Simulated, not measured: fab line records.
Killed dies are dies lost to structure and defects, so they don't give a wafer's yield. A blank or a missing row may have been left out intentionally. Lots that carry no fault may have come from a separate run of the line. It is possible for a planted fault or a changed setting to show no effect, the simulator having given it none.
Comparing a struck lot with a sound one / flow rit-cmos / 15 out of 202 route steps
Sound: wafers L888.3, L888.4, L888.5. Struck: wafers L899.3, L899.4, L899.5. The cause comes at the end.
Per side, at each step with rows, come the tool, then ch with its chambers, and then its first start. Under that, the readings that differ: sound wafers / struck wafers / difference of the means / sigmas: that difference in standard deviations of wafers without a fault.
alike: readings with means less than 2 such deviations apart, plus words and numbers identical on both sides. not compared: withheld readings, readings lacking a value on some wafer, bounds such as >300 that could conceal the same value, and numbers that have no deviation in the record and whose values overlap.
The two part at a step that has a row with sigmas, a row that says differs or no value, or rows on one side only. When numbers do not overlap yet have no deviation, they are printed without sigmas and do not part them. A reading that every wafer of one side lacks parts them only if that side has two wafers or more.

first, 2 steps without rows for these wafers: RIT_PWELL_HARDBAKE_07 (time 120 s); RIT_PWELL_IMPLANT_08.
RIT_PWELL_STRIP_09: strips in O2, time 180 s.
  sound on plasma-asher-03 ch 0,1, day 2 08:35; struck on plasma-asher-03 ch 0,1, day 4 15:21
  alike: drypump-motor-current-A, o2-flow-sccm
  not compared: rf-hours-counter-h
RIT_PWELL_TW_MEAS_10:
  struck on film-metro-01, day 4 15:29; sound on film-metro-03, day 2 08:43
reading=PWELL_TW; sound=950 952 951; struck=961 966 969; difference=+14; sigmas=+2
then, 1 step without rows for these wafers: RIT_WELLDRIVE_ANNEAL_00 (time 14700 s).
RIT_WELLDRIVE_RS_MEAS_01: uses a four-point probe to measure.
  struck on film-metro-03, day 4 20:49; sound on film-metro-03, day 2 13:53
  alike: NWELL_RS
RIT_WELLDRIVE_RS_MEAS_02: uses a four-point probe to measure.
  struck on film-metro-03, day 4 20:56; sound on film-metro-03, day 2 14:00
  alike: PWELL_RS
then, 5 steps without rows for these wafers: RIT_NRETRO_HMDS_00 (prime time 60 s); RIT_NRETRO_COAT_01 (resist thk 1300 nm); RIT_NRETRO_SOFTBAKE_02 (time 60 s); RIT_NRETRO_EXPOSE_03 (exposes mask M4, target cd 43900 nm); RIT_NRETRO_PEB_04.
RIT_NRETRO_DEVELOP_05: develop time 68 s.
  sound on litho-track-02 ch 0, day 2 14:00; struck on litho-track-04 ch 0, day 4 21:00
reading=developer-temp-C (C); sound=22.96 23.02 23.06; struck=23.87 23.97 24.00; difference=+0.93; sigmas=+10
RIT_NRETRO_OVL_MEAS_06:
  struck on overlay-01, day 4 22:01; sound on overlay-01, day 2 15:01
  alike: NRETRO_OVL
RIT_M1_PROBE_99:
  struck on prober-01, day 6 01:52; sound on prober-02, day 3 18:44
reading=killed-at-contacts; sound=1 0 0; struck=3 1 0; difference=+1; sigmas=+3
reading=killed-on-rim; sound=1 2 0; struck=10 4 2; difference=+4; sigmas=+3
  alike: killed-at-front-end, killed-dies, killed-open, killed-short

== WHERE THEY PART ==
At RIT_PWELL_TW_MEAS_10 first; at RIT_M1_PROBE_99 last (within this record only).

WHY: what had been put in by the simulator
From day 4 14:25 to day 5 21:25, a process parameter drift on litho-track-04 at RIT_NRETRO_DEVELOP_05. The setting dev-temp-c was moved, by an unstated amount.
